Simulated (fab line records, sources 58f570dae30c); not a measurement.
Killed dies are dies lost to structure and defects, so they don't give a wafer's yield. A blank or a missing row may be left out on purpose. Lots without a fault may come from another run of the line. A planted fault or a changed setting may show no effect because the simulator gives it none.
Chamber matching | flow berkeley_cmos170 | UCB170_SILICIDE_WET_ETCH_05 on wet_bench-01: 4 sister chambers
The step etches Ti in SPM, time 45 s. 16 wafers are shown with their chamber, then 8 later ones without.

WAFERS WITH THEIR CHAMBER
wafer  | chamber | bath_heat_duty_pct (%) | bath_guard_temp_C (C)
L772.1 | 1       | 14.0                   | 119.7
L772.5 | 1       | 13.5                   | 120.2
L772.6 | 1       | 13.4                   | 120.3
L773.1 | 1       | 14.0                   | 120.2
L773.4 | 1       | 12.9                   | 120.2
L773.5 | 1       | 14.8                   | 119.5
L775.1 | 0       | 12.2                   | 120.5
L775.2 | 0       | 11.6                   | 121.0
L775.3 | 0       | 12.1                   | 120.9
L774.1 | 2       | 14.5                   | 120.0
L774.4 | 2       | 15.0                   | 119.8
L774.6 | 2       | 14.9                   | 119.6
L777.2 | 2       | 14.0                   | 119.7
L777.3 | 2       | 13.8                   | 119.7
L777.5 | 2       | 14.1                   | 120.1
L779.1 | 3       | 12.3                   | 119.8

SIGNATURES (means of the wafers above)
reading            | chamber 0 | chamber 1 | chamber 2 | chamber 3 | scatter within a chamber
bath_heat_duty_pct | 11.967    | 13.767    | 14.383    | 12.300    | 0.545
bath_guard_temp_C  | 120.800   | 120.017   | 119.817   | 119.800   | 0.27
Rule: a wafer's distance from a chamber is the root of the sum, over the readings, of the square of ((its reading less the chamber's mean) divided by the reading's scatter). The wafer belongs to the nearest chamber; if the next one is less than 2 further off, it can't be placed. The scatter: the root of (the sum of the squares of (reading less its chamber's mean) over the shown wafers, divided by (wafers less chambers)).

WAFERS WITHOUT THEIR CHAMBER
wafer  | bath_heat_duty_pct (%) | bath_guard_temp_C (C)
L779.3 | 11.9                   | 120.0
L779.4 | 10.5                   | 119.8
L780.1 | 11.9                   | 119.9
L780.2 | 12.9                   | 119.7
L780.5 | 11.7                   | 120.0
L793.1 | 10.6                   | 120.8
L793.2 | 12.3                   | 121.1
L793.3 | 10.6                   | 120.2

WHICH CHAMBER EACH WENT THROUGH
wafer  | from the rows above          | in truth
L779.3 | can't be placed: 3 or 0      | 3
L779.4 | can't be placed: 3 or 0      | 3
L780.1 | 3                            | 3
L780.2 | can't be placed: 3 or 1 or 2 | 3
L780.5 | can't be placed: 3 or 0      | 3
L793.1 | 0                            | 0
L793.2 | 0                            | 0
L793.3 | can't be placed: 0 or 3      | 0
Placed correctly: 3 of 8. Can't be placed from these rows: 5 (the true chamber is among the candidates in 5). Placed wrongly: 0.
